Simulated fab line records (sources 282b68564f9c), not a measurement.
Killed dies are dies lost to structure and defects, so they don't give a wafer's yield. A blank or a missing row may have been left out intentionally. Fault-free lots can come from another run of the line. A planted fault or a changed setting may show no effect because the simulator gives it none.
The same fault as seen by 2 desks	flow rit cmos	what lay behind the numbers comes last; until then each desk has only its own

== THE METROLOGY DESK ==
What the gauges read for every lot (on any tool): the sampled wafers with a number, averaged. If a lot's mean is further than 4 standard deviations from the usual mean, the lot is out of limits and carries the mark OUT (the distance appears in the brackets).
Columns: A = NWELL_TW at RIT_NWELL_TW_MEAS_10, usual 2140; B = NWELL_RS at RIT_WELLDRIVE_RS_MEAS_01, usual 275.3 ohm/sq
lot	first seen here	A	B
L787	day 2 10:59	2111	275.3
L788	day 2 14:01	2113	275.9
L789	day 2 19:17	2110	275.4
L791	day 3 05:37	2164	275.2
L793	day 3 15:54	2142	275.3
L794	day 3 21:01	2137	276.5
L795	day 3 23:43	2107	274.7
L796	day 4 04:59	2112	274.3
L797	day 4 10:44	2014 (-5.7) OUT	277.1
L801	day 5 06:58	2144	274.6
L802	day 5 11:25	1988 (-6.9) OUT	277.6
L804	day 5 22:17	2141	275.2
L805	day 6 02:22	2146	275.0
L806	day 6 07:40	2168	275.5
Per this desk, out of limits: L797, L802; the first was L797, day 4 10:44 (NWELL_TW at RIT_NWELL_TW_MEAS_10). L787, L788, L789, L791, L793, L794, L795, L796, L801, L804, L805, L806: within limits.

== DESK OF THE TOOL OWNER: implanter-04 ==
The tool's own readings at RIT_NWELL_IMPLANT_08, given as means over the sampled wafers that have a number, one for each lot that went through this tool. If a lot's mean is further than 4 standard deviations from the usual mean, the lot is out of limits and carries the mark OUT (the distance appears in the brackets).
Columns: A = beam energy keV at RIT_NWELL_IMPLANT_08, usual 169.99
lot	first seen here	A
L787	day 2 10:40	169.99
L788	day 2 13:42	169.98
L789	day 2 18:58	170.02
L793	day 3 15:35	170.03
L796	day 4 04:39	170.01
L797	day 4 10:28	119.02 (-99 or more) OUT
L802	day 5 11:05	118.97 (-99 or more) OUT
This desk's finding: out of limits on L797, L802; first on L797, day 4 10:28 (beam energy keV at RIT_NWELL_IMPLANT_08). L787, L788, L789, L793, L796: within limits.

== BROUGHT TOGETHER ==
The tool owner's desk had the chance to raise an alarm at day 4 10:28 on L797, L802.
At day 4 10:44 the metrology desk could have sounded an alarm, on L797, L802.
On implanter-04, each named lot ran RIT_NWELL_IMPLANT_08.

== WHAT WAS PUT IN BY THE SIMULATOR ==
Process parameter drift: implanter-04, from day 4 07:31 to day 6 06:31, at RIT_NWELL_IMPLANT_08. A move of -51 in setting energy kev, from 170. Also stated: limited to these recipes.
Struck lots among those shown: L797, L802.
Fault start to first reading out of limits, in hours, per desk: tool owner, 3; metrology, 3.
